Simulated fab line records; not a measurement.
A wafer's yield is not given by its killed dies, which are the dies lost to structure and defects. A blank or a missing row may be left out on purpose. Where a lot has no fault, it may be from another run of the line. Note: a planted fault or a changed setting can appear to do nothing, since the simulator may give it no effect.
Which tool is to blame? + flow ritCmos + 14 lots, 42 wafers sampled, at 2 steps of a route of 202

== WHAT THE GAUGES SHOWED, per wafer ==
No reading from a measuring or inspecting step in the record can be judged against a usual standard deviation.

== TOOL THAT RAN EACH LOT (tool first, then ch and the chambers of the sampled wafers, then the start) ==
| lot  | RIT_NSD_IMPLANT_08             | RIT_M1_PROBE_99        |
|------|--------------------------------|------------------------|
| L847 | implanter-01 ch 0, day 3 05:28 | -                      |
| L848 | implanter-04 ch 0, day 3 11:10 | -                      |
| L849 | implanter-01 ch 0, day 3 18:53 | -                      |
| L850 | implanter-01 ch 0, day 3 23:20 | -                      |
| L851 | implanter-01 ch 0, day 4 03:55 | -                      |
| L857 | implanter-01 ch 0, day 5 02:14 | prober-01, day 5 12:46 |
| L861 | implanter-04 ch 0, day 5 20:23 | -                      |
| L862 | implanter-02 ch 0, day 6 04:11 | -                      |
| L863 | implanter-02 ch 0, day 6 08:51 | -                      |
| L865 | implanter-02 ch 0, day 6 18:31 | -                      |
| L867 | implanter-02 ch 0, day 7 03:47 | -                      |
| L868 | implanter-01 ch 0, day 7 07:15 | -                      |
| L869 | implanter-02 ch 0, day 7 13:00 | -                      |
| L870 | implanter-04 ch 0, day 7 17:59 | -                      |
- RIT_NSD_IMPLANT_08
- RIT_M1_PROBE_99

== AS READ BY THE TOOLS THEMSELVES (means over the sampled wafers that have a number; for cases with no such wafer, the mark the record gives instead) ==
RIT_NSD_IMPLANT_08. Usual: beamEnergyKeV reads 25.001 (standard deviation 0.0078).
| lot  | tool         | beamEnergyKeV | flag |
|------|--------------|---------------|------|
| L847 | implanter-01 | 24.998        |      |
| L848 | implanter-04 | 24.998        |      |
| L849 | implanter-01 | 25.004        |      |
| L850 | implanter-01 | 24.996        |      |
| L851 | implanter-01 | 26.294        | OFF  |
| L857 | implanter-01 | 26.296        | OFF  |
| L861 | implanter-04 | 24.994        |      |
| L862 | implanter-02 | 24.993        |      |
| L863 | implanter-02 | 25.010        |      |
| L865 | implanter-02 | 24.987        |      |
| L867 | implanter-02 | 25.001        |      |
| L868 | implanter-01 | 25.004        |      |
| L869 | implanter-02 | 24.997        |      |
| L870 | implanter-04 | 25.008        |      |

RIT_M1_PROBE_99. Usual: killed_at_M0_to_M3 0.0, standard deviation 0.14; killedAtContacts 0.1, standard deviation 0.29; killedAtFrontEnd 7, standard deviation 3; killedDies 8, standard deviation 3; killedOpen 3.7, standard deviation 2; killedShort 3.8, standard deviation 2.1.
| lot  | tool      | killed_at_M0_to_M3 | killedAtContacts | killedAtFrontEnd | killedDies | killedOpen | killedShort | flag |
|------|-----------|--------------------|------------------|------------------|------------|------------|-------------|------|
| L857 | prober-01 | 0.0                | 0.0              | 9                | 9          | 4.3        | 5.0         |      |

== THE ANSWER, worked out from the rows above alone ==
Rule: a lot counts as off when the mean over its wafers that have a number is more than 3 standard deviations away from the usual mean. Also off: a lot with no number at a reading for which 4 or more lots have one. Any other lot the step has rows for is counted as sound. The gauges are gone through in route order, then the tools' own readings, and for those a lot's mean is taken as printed above. At the first step where some lot is off, the reading lying furthest off is the one used; lots without a number count as furthest.
Off at RIT_NSD_IMPLANT_08 (beamEnergyKeV): L851, L857.
If a tool, at that step or one of the process steps before it, ran each lot that is off and ran no sound lot following the first of them, it fits. No candidate that was tried fits.

== WHAT THE SIMULATOR HAD PUT IN ==
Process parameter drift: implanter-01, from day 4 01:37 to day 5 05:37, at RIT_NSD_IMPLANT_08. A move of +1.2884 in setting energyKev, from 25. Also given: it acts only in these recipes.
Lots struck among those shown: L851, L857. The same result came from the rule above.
